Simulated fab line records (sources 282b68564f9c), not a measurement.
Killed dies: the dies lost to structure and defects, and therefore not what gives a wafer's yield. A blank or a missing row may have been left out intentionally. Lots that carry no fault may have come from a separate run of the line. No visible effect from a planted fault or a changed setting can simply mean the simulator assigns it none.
fab line records / flow rit_cmos
record: lots: 5 wafers: 15 last_day: 8
route steps=202 shown M1@193
lots that met no fault: from a run of the same line without faults
start_h: hours from the record's first day to the start of the lot's first wafer shown / wait_h: hours from the lot's prior step to this one / " repeats the value in the row above / L1.1+2: a single row standing in for several wafers / - no value, or no start was given / * or withheld: withheld / < > ~ a bound
route shown NAME@n: a module of which the file shows steps, and the number in the route of the first / usual: mean and standard deviation over wafers with no fault / same: alike in all rows / chamber/n: place in a boat / sites: the reading at each site / _std_site: their standard deviation / _edge_site: the outer-site mean with the inner-site mean subtracted / radius_mm: for every site, how far away it sits from the centre of the wafer / mask NAME#n: copy n / behind: the last tool/chamber to shape the wafer / hold: cause of the lot's hold/its duration in hours/its outcome / device: the transistor (n, p or np) that didn't switch / end of line: tests run on the same wafers once the route is complete / step lacking rows: just its recipe / killed: the dies lost at the first sort to structure and to defects; this is not the yield of the wafer / map: per-die view of a wafer (x killed, . not killed, _ where there is no die)
set.NAME: the setting the step ran with; set.NAME@STEP: the setting that earlier step ran with / model.NAME: the simulator's own value behind a step, which no gauge read
certain route steps with their lots: each step a table, each wafer a row
services: the hour from which a tool's chamber was out of use, counted from the record's first day as start_h (under 0 if before that day), plus the number of hours and why
== steps ==
step: RIT_M1_CD_MEAS_09
recipe: target_cd_nm: 2600
usual: cd_nm: 2599.7/1.9
lot.wafer=L079.3 tool=cd_sem-01 chamber=- start_h=92.33 wait_h=- cd_nm=2601.4
lot.wafer=L079.5 tool=cd_sem-01 chamber=- start_h=92.33 wait_h=- cd_nm=2598.1
lot.wafer=L079.6 tool=cd_sem-01 chamber=- start_h=92.33 wait_h=- cd_nm=2599.3
lot.wafer=L089.2 tool=cd_sem-01 chamber=- start_h=133.78 wait_h=- cd_nm=2601.7
lot.wafer=L089.3 tool=cd_sem-01 chamber=- start_h=133.78 wait_h=- cd_nm=2600.4
lot.wafer=L089.4 tool=cd_sem-01 chamber=- start_h=133.78 wait_h=- cd_nm=2602.5
lot.wafer=L090.1 tool=cd_sem-01 chamber=- start_h=137.58 wait_h=- cd_nm=2597.2
lot.wafer=L090.3 tool=cd_sem-01 chamber=- start_h=137.58 wait_h=- cd_nm=2598.8
lot.wafer=L090.6 tool=cd_sem-01 chamber=- start_h=137.58 wait_h=- cd_nm=2596.6
lot.wafer=L094.2 tool=cd_sem-02 chamber=- start_h=160.69 wait_h=- cd_nm=2598.5
lot.wafer=L094.5 tool=cd_sem-02 chamber=- start_h=160.69 wait_h=- cd_nm=2596.6
lot.wafer=L094.6 tool=cd_sem-02 chamber=- start_h=160.69 wait_h=- cd_nm=2598.3
lot.wafer=L097.1 tool=cd_sem-01 chamber=- start_h=178.80 wait_h=- cd_nm=2600.5
lot.wafer=L097.3 tool=cd_sem-01 chamber=- start_h=178.80 wait_h=- cd_nm=2601.2
lot.wafer=L097.4 tool=cd_sem-01 chamber=- start_h=178.80 wait_h=- cd_nm=2601.2
step: RIT_M1_OVL_MEAS_10
usual: M1_OVL: -0.1/1.7
lot.wafer=L079.3 tool=overlay-02 chamber=- start_h=92.42 wait_h=0.1 M1_OVL[nm]=0.7
lot.wafer=L079.5 tool=overlay-02 chamber=- start_h=92.42 wait_h=0.1 M1_OVL[nm]=2.4
lot.wafer=L079.6 tool=overlay-02 chamber=- start_h=92.42 wait_h=0.1 M1_OVL[nm]=1.3
lot.wafer=L089.2 tool=overlay-02 chamber=- start_h=133.88 wait_h=0.1 M1_OVL[nm]=-0.4
lot.wafer=L089.3 tool=overlay-02 chamber=- start_h=133.88 wait_h=0.1 M1_OVL[nm]=-0.9
lot.wafer=L089.4 tool=overlay-02 chamber=- start_h=133.88 wait_h=0.1 M1_OVL[nm]=-1.9
lot.wafer=L090.1 tool=overlay-01 chamber=- start_h=137.70 wait_h=0.1 M1_OVL[nm]=-0.7
lot.wafer=L090.3 tool=overlay-01 chamber=- start_h=137.70 wait_h=0.1 M1_OVL[nm]=-1.0
lot.wafer=L090.6 tool=overlay-01 chamber=- start_h=137.70 wait_h=0.1 M1_OVL[nm]=-1.0
lot.wafer=L094.2 tool=overlay-01 chamber=- start_h=160.80 wait_h=0.1 M1_OVL[nm]=1.0
lot.wafer=L094.5 tool=overlay-01 chamber=- start_h=160.80 wait_h=0.1 M1_OVL[nm]=0.8
lot.wafer=L094.6 tool=overlay-01 chamber=- start_h=160.80 wait_h=0.1 M1_OVL[nm]=1.3
lot.wafer=L097.1 tool=overlay-02 chamber=- start_h=178.92 wait_h=0.1 M1_OVL[nm]=-0.8
lot.wafer=L097.3 tool=overlay-02 chamber=- start_h=178.92 wait_h=0.1 M1_OVL[nm]=-1.3
lot.wafer=L097.4 tool=overlay-02 chamber=- start_h=178.92 wait_h=0.1 M1_OVL[nm]=-0.8
step: RIT_M1_HARDBAKE_11
recipe: resist: NOVOLAK temp_c: 140 time_s: 120
usual: exhaust_pa: 45.0/0.87
lot.wafer=L079.3 tool=litho_track-04 chamber=0 start_h=92.53 wait_h=0.1 exhaust_pa=45.9
lot.wafer=L079.5 tool=litho_track-04 chamber=0 start_h=92.53 wait_h=0.1 exhaust_pa=45.1
lot.wafer=L079.6 tool=litho_track-04 chamber=0 start_h=92.53 wait_h=0.1 exhaust_pa=45.9
lot.wafer=L089.2 tool=litho_track-04 chamber=0 start_h=133.95 wait_h=0.1 exhaust_pa=45.4
lot.wafer=L089.3 tool=litho_track-04 chamber=0 start_h=133.95 wait_h=0.1 exhaust_pa=45.2
lot.wafer=L089.4 tool=litho_track-04 chamber=0 start_h=133.95 wait_h=0.1 exhaust_pa=45.1
lot.wafer=L090.1 tool=litho_track-04 chamber=0 start_h=137.73 wait_h=0.0 exhaust_pa=44.7
lot.wafer=L090.3 tool=litho_track-04 chamber=0 start_h=137.73 wait_h=0.0 exhaust_pa=44.7
lot.wafer=L090.6 tool=litho_track-04 chamber=0 start_h=137.73 wait_h=0.0 exhaust_pa=45.5
lot.wafer=L094.2 tool=litho_track-01 chamber=0 start_h=160.87 wait_h=0.1 exhaust_pa=44.1
lot.wafer=L094.5 tool=litho_track-01 chamber=0 start_h=160.87 wait_h=0.1 exhaust_pa=45.8
lot.wafer=L094.6 tool=litho_track-01 chamber=0 start_h=160.87 wait_h=0.1 exhaust_pa=45.1
lot.wafer=L097.1 tool=litho_track-02 chamber=0 start_h=178.95 wait_h=0.0 exhaust_pa=44.5
lot.wafer=L097.3 tool=litho_track-02 chamber=0 start_h=178.95 wait_h=0.0 exhaust_pa=44.4
lot.wafer=L097.4 tool=litho_track-02 chamber=0 start_h=178.95 wait_h=0.0 exhaust_pa=44.3
step: RIT_M1_METAL_ETCH_12
recipe: stop_on: SiO2 chemistry: Cl2/BCl3 target: Al time_s: 165 over_etch_frac: 0.5 pressure_mtorr: 100 target_depth_a: 6000 rf_w: 250 Cl2_flow_sccm: 60 bcl3_flow_sccm: 50
usual: drypump_motor_current_A: 5.68/0.2 oes_product_au: 0.771/0.015 throttle_valve_pct: 8.34/0.075
lot.wafer=L079.3 tool=rie_metal-02 chamber=0 start_h=92.75 wait_h=0.2 drypump_motor_current_A=5.97 oes_product_au=0.779 rf_hours_counter_h=- throttle_valve_pct=8.31
lot.wafer=L079.5 tool=rie_metal-02 chamber=0 start_h=92.75 wait_h=0.2 drypump_motor_current_A=5.99 oes_product_au=0.784 rf_hours_counter_h=- throttle_valve_pct=8.31
lot.wafer=L079.6 tool=rie_metal-02 chamber=1 start_h=92.75 wait_h=0.2 drypump_motor_current_A=5.52 oes_product_au=0.763 rf_hours_counter_h=- throttle_valve_pct=8.21
lot.wafer=L089.2 tool=rie_metal-01 chamber=0 start_h=134.16 wait_h=0.2 drypump_motor_current_A=5.84 oes_product_au=0.754 rf_hours_counter_h=40 throttle_valve_pct=8.45
lot.wafer=L089.3 tool=rie_metal-01 chamber=0 start_h=134.16 wait_h=0.2 drypump_motor_current_A=5.85 oes_product_au=0.753 rf_hours_counter_h=- throttle_valve_pct=8.46
lot.wafer=L089.4 tool=rie_metal-01 chamber=1 start_h=134.16 wait_h=0.2 drypump_motor_current_A=5.40 oes_product_au=0.766 rf_hours_counter_h=- throttle_valve_pct=8.35
lot.wafer=L090.1 tool=rie_metal-02 chamber=0 start_h=137.98 wait_h=0.2 drypump_motor_current_A=5.97 oes_product_au=0.783 rf_hours_counter_h=3 throttle_valve_pct=8.30
lot.wafer=L090.3 tool=rie_metal-02 chamber=1 start_h=137.98 wait_h=0.2 drypump_motor_current_A=5.50 oes_product_au=0.763 rf_hours_counter_h=- throttle_valve_pct=8.22
lot.wafer=L090.6 tool=rie_metal-02 chamber=0 start_h=137.98 wait_h=0.2 drypump_motor_current_A=5.97 oes_product_au=0.773 rf_hours_counter_h=- throttle_valve_pct=8.31
lot.wafer=L094.2 tool=rie_metal-03 chamber=0 start_h=161.08 wait_h=0.2 drypump_motor_current_A=5.55 oes_product_au=0.785 rf_hours_counter_h=5 throttle_valve_pct=8.33
lot.wafer=L094.5 tool=rie_metal-03 chamber=0 start_h=161.08 wait_h=0.2 drypump_motor_current_A=5.57 oes_product_au=0.802 rf_hours_counter_h=- throttle_valve_pct=8.34
lot.wafer=L094.6 tool=rie_metal-03 chamber=1 start_h=161.08 wait_h=0.2 drypump_motor_current_A=5.81 oes_product_au=0.761 rf_hours_counter_h=- throttle_valve_pct=8.36
lot.wafer=L097.1 tool=rie_metal-01 chamber=1 start_h=179.20 wait_h=0.2 drypump_motor_current_A=5.43 oes_product_au=0.788 rf_hours_counter_h=0 throttle_valve_pct=8.34
lot.wafer=L097.3 tool=rie_metal-01 chamber=0 start_h=179.20 wait_h=0.2 drypump_motor_current_A=5.85 oes_product_au=0.766 rf_hours_counter_h=- throttle_valve_pct=8.44
lot.wafer=L097.4 tool=rie_metal-01 chamber=1 start_h=179.20 wait_h=0.2 drypump_motor_current_A=5.41 oes_product_au=0.791 rf_hours_counter_h=- throttle_valve_pct=8.34
step: RIT_M1_STRIP_13
recipe: chemistry: nmp resist: NOVOLAK temp_c: 80 time_s: 600 dry: n2_spin
lot.wafer=L079.3+5+6 tool=wet_bench-03 chamber=2 start_h=92.86 wait_h=0.1
lot.wafer=L089.2+3+4 tool=wet_bench-02 chamber=2 start_h=134.33 wait_h=0.1
lot.wafer=L090.1+3+6 tool=wet_bench-02 chamber=2 start_h=138.15 wait_h=0.1
lot.wafer=L094.2+5+6 tool=wet_bench-03 chamber=0 start_h=161.24 wait_h=0.1
lot.wafer=L097.1+3+4 tool=wet_bench-01 chamber=0 start_h=179.36 wait_h=0.1
step: RIT_M1_STRIP_14
recipe: chemistry: O2 time_s: 180 platen_temp_c: withheld power_w: 500 pressure_mtorr: 4000 o2_flow_sccm: 4000
usual: drypump_motor_current_A: 6.0/0.4
lot.wafer=L079.3 tool=plasma_asher-01 chamber=1 start_h=93.09 wait_h=0.1 drypump_motor_current_A=6.4 rf_hours_counter_h=-
lot.wafer=L079.5 tool=plasma_asher-01 chamber=0 start_h=93.09 wait_h=0.1 drypump_motor_current_A=5.4 rf_hours_counter_h=-
lot.wafer=L079.6 tool=plasma_asher-01 chamber=1 start_h=93.09 wait_h=0.1 drypump_motor_current_A=6.4 rf_hours_counter_h=-
lot.wafer=L089.2 tool=plasma_asher-04 chamber=0 start_h=134.52 wait_h=0.0 drypump_motor_current_A=6.1 rf_hours_counter_h=51
lot.wafer=L089.3 tool=plasma_asher-04 chamber=1 start_h=134.52 wait_h=0.0 drypump_motor_current_A=5.8 rf_hours_counter_h=-
lot.wafer=L089.4 tool=plasma_asher-04 chamber=0 start_h=134.52 wait_h=0.0 drypump_motor_current_A=6.0 rf_hours_counter_h=-
lot.wafer=L090.1 tool=plasma_asher-01 chamber=0 start_h=138.34 wait_h=0.0 drypump_motor_current_A=5.4 rf_hours_counter_h=2
lot.wafer=L090.3 tool=plasma_asher-01 chamber=0 start_h=138.34 wait_h=0.0 drypump_motor_current_A=5.5 rf_hours_counter_h=-
lot.wafer=L090.6 tool=plasma_asher-01 chamber=1 start_h=138.34 wait_h=0.0 drypump_motor_current_A=6.4 rf_hours_counter_h=-
lot.wafer=L094.2 tool=plasma_asher-01 chamber=0 start_h=161.42 wait_h=0.0 drypump_motor_current_A=5.4 rf_hours_counter_h=5
lot.wafer=L094.5 tool=plasma_asher-01 chamber=0 start_h=161.42 wait_h=0.0 drypump_motor_current_A=5.4 rf_hours_counter_h=-
lot.wafer=L094.6 tool=plasma_asher-01 chamber=1 start_h=161.42 wait_h=0.0 drypump_motor_current_A=6.4 rf_hours_counter_h=-
lot.wafer=L097.1 tool=plasma_asher-02 chamber=1 start_h=179.54 wait_h=0.0 drypump_motor_current_A=6.6 rf_hours_counter_h=54
lot.wafer=L097.3 tool=plasma_asher-02 chamber=0 start_h=179.54 wait_h=0.0 drypump_motor_current_A=5.7 rf_hours_counter_h=-
lot.wafer=L097.4 tool=plasma_asher-02 chamber=1 start_h=179.54 wait_h=0.0 drypump_motor_current_A=6.6 rf_hours_counter_h=-
step: RIT_M1_CD_MEAS_90
recipe: target_cd_nm: 2600
usual: cd_nm: 2600/3.2
lot.wafer=L079.3 tool=cd_sem-02 chamber=- start_h=93.25 wait_h=0.1 cd_nm=2598
lot.wafer=L079.5 tool=cd_sem-02 chamber=- start_h=93.25 wait_h=0.1 cd_nm=2595
lot.wafer=L079.6 tool=cd_sem-02 chamber=- start_h=93.25 wait_h=0.1 cd_nm=2598
lot.wafer=L089.2 tool=cd_sem-02 chamber=- start_h=134.71 wait_h=0.1 cd_nm=2599
lot.wafer=L089.3 tool=cd_sem-02 chamber=- start_h=134.71 wait_h=0.1 cd_nm=2599
lot.wafer=L089.4 tool=cd_sem-02 chamber=- start_h=134.71 wait_h=0.1 cd_nm=2602
lot.wafer=L090.1 tool=cd_sem-02 chamber=- start_h=138.51 wait_h=0.1 cd_nm=2594
lot.wafer=L090.3 tool=cd_sem-02 chamber=- start_h=138.51 wait_h=0.1 cd_nm=2597
lot.wafer=L090.6 tool=cd_sem-02 chamber=- start_h=138.51 wait_h=0.1 cd_nm=2593
lot.wafer=L094.2 tool=cd_sem-02 chamber=- start_h=161.61 wait_h=0.1 cd_nm=2599
lot.wafer=L094.5 tool=cd_sem-02 chamber=- start_h=161.61 wait_h=0.1 cd_nm=2598
lot.wafer=L094.6 tool=cd_sem-02 chamber=- start_h=161.61 wait_h=0.1 cd_nm=2600
lot.wafer=L097.1 tool=cd_sem-02 chamber=- start_h=179.71 wait_h=0.1 cd_nm=2598
lot.wafer=L097.3 tool=cd_sem-02 chamber=- start_h=179.71 wait_h=0.1 cd_nm=2598
lot.wafer=L097.4 tool=cd_sem-02 chamber=- start_h=179.71 wait_h=0.1 cd_nm=2600
step: RIT_M1_ANNEAL_15
recipe: temp_c: 447.6 time_s: 1800 ambient: forming_gas_H2N2
usual: spike_tc_centre_C: 450.0/0.88 zone_power_centre_pct: 20.64/0.21
lot.wafer=L079.3 tool=furnace-02 chamber=0 start_h=93.33 wait_h=0.1 spike_tc_centre_C=450.3 zone_power_centre_pct=20.92
lot.wafer=L079.5 tool=furnace-02 chamber=0 start_h=93.33 wait_h=0.1 spike_tc_centre_C=450.4 zone_power_centre_pct=20.74
lot.wafer=L079.6 tool=furnace-02 chamber=0 start_h=93.33 wait_h=0.1 spike_tc_centre_C=449.7 zone_power_centre_pct=20.42
lot.wafer=L089.2 tool=furnace-02 chamber=0 start_h=134.81 wait_h=0.1 spike_tc_centre_C=448.4 zone_power_centre_pct=20.56
lot.wafer=L089.3 tool=furnace-02 chamber=0 start_h=134.81 wait_h=0.1 spike_tc_centre_C=451.3 zone_power_centre_pct=21.17
lot.wafer=L089.4 tool=furnace-02 chamber=0 start_h=134.81 wait_h=0.1 spike_tc_centre_C=449.9 zone_power_centre_pct=20.51
lot.wafer=L090.1 tool=furnace-02 chamber=0 start_h=138.63 wait_h=0.1 spike_tc_centre_C=452.1 zone_power_centre_pct=20.51
lot.wafer=L090.3 tool=furnace-02 chamber=0 start_h=138.63 wait_h=0.1 spike_tc_centre_C=450.3 zone_power_centre_pct=20.75
lot.wafer=L090.6 tool=furnace-02 chamber=0 start_h=138.63 wait_h=0.1 spike_tc_centre_C=448.6 zone_power_centre_pct=20.59
lot.wafer=L094.2 tool=furnace-02 chamber=0 start_h=162.97 wait_h=1.3 spike_tc_centre_C=449.9 zone_power_centre_pct=20.41
lot.wafer=L094.5 tool=furnace-02 chamber=0 start_h=162.97 wait_h=1.3 spike_tc_centre_C=448.8 zone_power_centre_pct=20.56
lot.wafer=L094.6 tool=furnace-02 chamber=0 start_h=162.97 wait_h=1.3 spike_tc_centre_C=450.6 zone_power_centre_pct=20.53
lot.wafer=L097.1 tool=furnace-02 chamber=0 start_h=180.46 wait_h=0.7 spike_tc_centre_C=450.4 zone_power_centre_pct=20.63
lot.wafer=L097.3 tool=furnace-02 chamber=0 start_h=180.46 wait_h=0.7 spike_tc_centre_C=449.7 zone_power_centre_pct=20.74
lot.wafer=L097.4 tool=furnace-02 chamber=0 start_h=180.46 wait_h=0.7 spike_tc_centre_C=449.3 zone_power_centre_pct=20.65
step: RIT_M1_BOW_MEAS_16
recipe: mode: bow
usual: M1_BOW: 17/7.1
lot.wafer=L079.3 tool=film_metro-01 chamber=- start_h=94.87 wait_h=0.0 M1_BOW[um]=20
lot.wafer=L079.5 tool=film_metro-01 chamber=- start_h=94.87 wait_h=0.0 M1_BOW[um]=22
lot.wafer=L079.6 tool=film_metro-01 chamber=- start_h=94.87 wait_h=0.0 M1_BOW[um]=10
lot.wafer=L089.2 tool=film_metro-03 chamber=- start_h=136.33 wait_h=0.0 M1_BOW[um]=22
lot.wafer=L089.3 tool=film_metro-03 chamber=- start_h=136.33 wait_h=0.0 M1_BOW[um]=10
lot.wafer=L089.4 tool=film_metro-03 chamber=- start_h=136.33 wait_h=0.0 M1_BOW[um]=6
lot.wafer=L090.1 tool=film_metro-03 chamber=- start_h=140.13 wait_h=0.0 M1_BOW[um]=16
lot.wafer=L090.3 tool=film_metro-03 chamber=- start_h=140.13 wait_h=0.0 M1_BOW[um]=18
lot.wafer=L090.6 tool=film_metro-03 chamber=- start_h=140.13 wait_h=0.0 M1_BOW[um]=34
lot.wafer=L094.2 tool=film_metro-04 chamber=- start_h=164.49 wait_h=0.0 M1_BOW[um]=19
lot.wafer=L094.5 tool=film_metro-04 chamber=- start_h=164.49 wait_h=0.0 M1_BOW[um]=9
lot.wafer=L094.6 tool=film_metro-04 chamber=- start_h=164.49 wait_h=0.0 M1_BOW[um]=23
lot.wafer=L097.1 tool=film_metro-04 chamber=- start_h=181.96 wait_h=0.0 M1_BOW[um]=17
lot.wafer=L097.3 tool=film_metro-04 chamber=- start_h=181.96 wait_h=0.0 M1_BOW[um]=13
lot.wafer=L097.4 tool=film_metro-04 chamber=- start_h=181.96 wait_h=0.0 M1_BOW[um]=17
step: RIT_M1_PROBE_99
usual: defect_limited_yield: 97.4/1.1 killed_at_front_end: 6.8/3 killed_dies: 6.9/3 killed_open: 3.3/1.9 killed_short: 3.6/1.9 sort_bin_3_pad_short: 0.1/0.22 sort_bin_5_function: 1.5/0.81 sort_bin_6_memory: 1.0/0.6 sort_n_pass: 257.1/3 sort_yield_pct: 97.4/1.1
same: gross_dies: 264 killed_at_M0_to_M3: 0 killed_at_M4_up: 0 killed_at_back_side: 0 killed_at_contacts: 0 killed_at_other: 0
lot.wafer=L079.3 tool=prober-01 chamber=- start_h=95.05 wait_h=0.2 defect_limited_yield[%]=97.0 killed_at_front_end=8 killed_dies=8 killed_open=4 killed_short=4 sort_bin_3_pad_short[%]=0 sort_bin_5_function[%]=1.9 sort_bin_6_memory[%]=1.1 sort_n_pass=256.0 sort_yield_pct[%]=97.0
lot.wafer=L079.5 tool=prober-01 chamber=- start_h=95.15 wait_h=0.2 defect_limited_yield[%]=96.6 killed_at_front_end=9 killed_dies=9 killed_open=3 killed_short=6 sort_bin_3_pad_short[%]=0.8 sort_bin_5_function[%]=1.9 sort_bin_6_memory[%]=0.8 sort_n_pass=255.0 sort_yield_pct[%]=96.6
lot.wafer=L079.6 tool=prober-01 chamber=- start_h=95.20 wait_h=0.2 defect_limited_yield[%]=97.3 killed_at_front_end=7 killed_dies=7 killed_open=3 killed_short=4 sort_bin_3_pad_short[%]=0 sort_bin_5_function[%]=1.5 sort_bin_6_memory[%]=1.1 sort_n_pass=257.0 sort_yield_pct[%]=97.3
lot.wafer=L089.2 tool=prober-01 chamber=- start_h=136.48 wait_h=0.1 defect_limited_yield[%]=98.9 killed_at_front_end=3 killed_dies=3 killed_open=1 killed_short=2 sort_bin_3_pad_short[%]=0 sort_bin_5_function[%]=0.8 sort_bin_6_memory[%]=0.4 sort_n_pass=261.0 sort_yield_pct[%]=98.9
lot.wafer=L089.3 tool=prober-01 chamber=- start_h=136.53 wait_h=0.2 defect_limited_yield[%]=96.6 killed_at_front_end=9 killed_dies=9 killed_open=2 killed_short=7 sort_bin_3_pad_short[%]=0.4 sort_bin_5_function[%]=1.5 sort_bin_6_memory[%]=1.5 sort_n_pass=255.0 sort_yield_pct[%]=96.6
lot.wafer=L089.4 tool=prober-01 chamber=- start_h=136.58 wait_h=0.2 defect_limited_yield[%]=98.1 killed_at_front_end=5 killed_dies=5 killed_open=1 killed_short=4 sort_bin_3_pad_short[%]=0 sort_bin_5_function[%]=1.1 sort_bin_6_memory[%]=0.8 sort_n_pass=259.0 sort_yield_pct[%]=98.1
lot.wafer=L090.1 tool=prober-02 chamber=- start_h=140.25 wait_h=0.1 defect_limited_yield[%]=98.5 killed_at_front_end=4 killed_dies=4 killed_open=2 killed_short=2 sort_bin_3_pad_short[%]=0.4 sort_bin_5_function[%]=1.1 sort_bin_6_memory[%]=0 sort_n_pass=260.0 sort_yield_pct[%]=98.5
lot.wafer=L090.3 tool=prober-02 chamber=- start_h=140.35 wait_h=0.2 defect_limited_yield[%]=97.3 killed_at_front_end=7 killed_dies=7 killed_open=3 killed_short=4 sort_bin_3_pad_short[%]=0 sort_bin_5_function[%]=1.1 sort_bin_6_memory[%]=1.5 sort_n_pass=257.0 sort_yield_pct[%]=97.3
lot.wafer=L090.6 tool=prober-02 chamber=- start_h=140.50 wait_h=0.2 defect_limited_yield[%]=98.5 killed_at_front_end=4 killed_dies=4 killed_open=3 killed_short=1 sort_bin_3_pad_short[%]=0 sort_bin_5_function[%]=1.1 sort_bin_6_memory[%]=0.4 sort_n_pass=260.0 sort_yield_pct[%]=98.5
lot.wafer=L094.2 tool=prober-02 chamber=- start_h=164.64 wait_h=0.1 defect_limited_yield[%]=97.0 killed_at_front_end=8 killed_dies=8 killed_open=3 killed_short=5 sort_bin_3_pad_short[%]=0 sort_bin_5_function[%]=1.5 sort_bin_6_memory[%]=1.5 sort_n_pass=256.0 sort_yield_pct[%]=97.0
lot.wafer=L094.5 tool=prober-02 chamber=- start_h=164.79 wait_h=0.2 defect_limited_yield[%]=97.3 killed_at_front_end=7 killed_dies=7 killed_open=3 killed_short=4 sort_bin_3_pad_short[%]=0 sort_bin_5_function[%]=1.9 sort_bin_6_memory[%]=0.8 sort_n_pass=257.0 sort_yield_pct[%]=97.3
lot.wafer=L094.6 tool=prober-02 chamber=- start_h=164.84 wait_h=0.2 defect_limited_yield[%]=98.5 killed_at_front_end=4 killed_dies=4 killed_open=1 killed_short=3 sort_bin_3_pad_short[%]=0 sort_bin_5_function[%]=0.8 sort_bin_6_memory[%]=0.8 sort_n_pass=260.0 sort_yield_pct[%]=98.5
lot.wafer=L097.1 tool=prober-02 chamber=- start_h=182.08 wait_h=0.1 defect_limited_yield[%]=97.7 killed_at_front_end=6 killed_dies=6 killed_open=2 killed_short=4 sort_bin_3_pad_short[%]=0 sort_bin_5_function[%]=1.9 sort_bin_6_memory[%]=0.4 sort_n_pass=258.0 sort_yield_pct[%]=97.7
lot.wafer=L097.3 tool=prober-02 chamber=- start_h=182.18 wait_h=0.2 defect_limited_yield[%]=97.3 killed_at_front_end=7 killed_dies=7 killed_open=2 killed_short=5 sort_bin_3_pad_short[%]=0.4 sort_bin_5_function[%]=1.5 sort_bin_6_memory[%]=0.8 sort_n_pass=257.0 sort_yield_pct[%]=97.3
lot.wafer=L097.4 tool=prober-02 chamber=- start_h=182.23 wait_h=0.2 defect_limited_yield[%]=97.0 killed_at_front_end=8 killed_dies=8 killed_open=6 killed_short=2 sort_bin_3_pad_short[%]=0 sort_bin_5_function[%]=1.5 sort_bin_6_memory[%]=1.5 sort_n_pass=256.0 sort_yield_pct[%]=97.0
killed by level:class
L079.3 GATE:geometric_particle:open=4 GATE:geometric_particle:short=2 REOX:geometric_particle:short=2
L079.5 GATE:geometric_particle:short=3 GATE:geometric_particle:open=3 FOX1:geometric_particle:short=1 REOX:geometric_particle:short=1 SILICIDE:geometric_particle:short=1
L079.6 GATE:geometric_particle:short=3 FOX1:geometric_particle:open=1 GATE:geometric_particle:open=1 SPACER:geometric_particle:open=1 SILICIDE:geometric_particle:short=1
L089.2 FOX1:geometric_particle:short=1 REOX:geometric_particle:short=1 REOX:geometric_particle:open=1
L089.3 FOX2:geometric_particle:short=4 GATE:geometric_particle:short=3 GATE:geometric_particle:open=2
L089.4 FOX1:geometric_particle:short=1 FOX2:geometric_particle:short=1 GATE:geometric_particle:open=1 REOX:geometric_particle:short=1 SPACER:geometric_particle:short=1
L090.1 GATE:geometric_particle:open=1 GATE:geometric_particle:short=1 SPACER:geometric_particle:open=1 SILICIDE:geometric_particle:short=1
L090.3 REOX:geometric_particle:short=2 SPACER:geometric_particle:short=2 FOX1:geometric_particle:open=1 GATE:geometric_particle:open=1 SILICIDE:geometric_particle:open=1
L090.6 GATE:geometric_particle:open=3 SPACER:geometric_particle:short=1
L094.2 GATE:geometric_particle:short=2 FOX2:geometric_particle:short=1 REOX:geometric_particle:open=1 REOX:geometric_particle:short=1 SPACER:geometric_particle:open=1 SPACER:geometric_particle:short=1 SILICIDE:geometric_particle:open=1
L094.5 SPACER:geometric_particle:short=2 GATE:geometric_particle:short=1 GATE:geometric_particle:open=1 SPACER:geometric_particle:open=1 SILICIDE:geometric_particle:short=1 SILICIDE:geometric_particle:open=1
L094.6 FOX2:geometric_particle:short=1 REOX:geometric_particle:open=1 SPACER:geometric_particle:short=1 STARTING-WAFER:geometric_particle:short=1
L097.1 GATE:geometric_particle:short=2 FOX1:geometric_particle:open=1 FOX1:geometric_particle:short=1 REOX:geometric_particle:short=1 SILICIDE:geometric_particle:open=1
L097.3 GATE:geometric_particle:short=3 GATE:geometric_particle:open=2 SILICIDE:geometric_particle:short=2
L097.4 GATE:geometric_particle:open=2 SILICIDE:geometric_particle:open=2 REOX:geometric_particle:open=1 REOX:geometric_particle:short=1 SPACER:geometric_particle:open=1 SILICIDE:geometric_particle:short=1
== services ==
tool=rie_metal-01 chamber=- start_h=89.55 hours=1.4 kind=pm
tool=plasma_asher-01 chamber=- start_h=108.75 hours=9.0 kind=pm
tool=plasma_asher-01 chamber=0 start_h=108.75 hours=9.0 kind=vent_cycle
tool=plasma_asher-01 chamber=1 start_h=108.75 hours=9.0 kind=vent_cycle
tool=rie_metal-02 chamber=- start_h=117.44 hours=2.8 kind=pm
tool=plasma_asher-01 chamber=0 start_h=117.75 hours=- kind=clean
tool=plasma_asher-01 chamber=1 start_h=117.75 hours=- kind=clean
tool=rie_metal-01 chamber=- start_h=136.12 hours=20.0 kind=pm
tool=rie_metal-01 chamber=0 start_h=136.12 hours=20.0 kind=vent_cycle
tool=rie_metal-01 chamber=1 start_h=136.12 hours=20.0 kind=vent_cycle
tool=plasma_asher-02 chamber=- start_h=142.05 hours=0.5 kind=repair
tool=plasma_asher-01 chamber=- start_h=145.83 hours=2.8 kind=pm
tool=rie_metal-01 chamber=0 start_h=156.12 hours=- kind=clean
tool=rie_metal-01 chamber=1 start_h=156.12 hours=- kind=clean
tool=rie_metal-02 chamber=- start_h=160.84 hours=4.3 kind=pm
== key ==
fault none
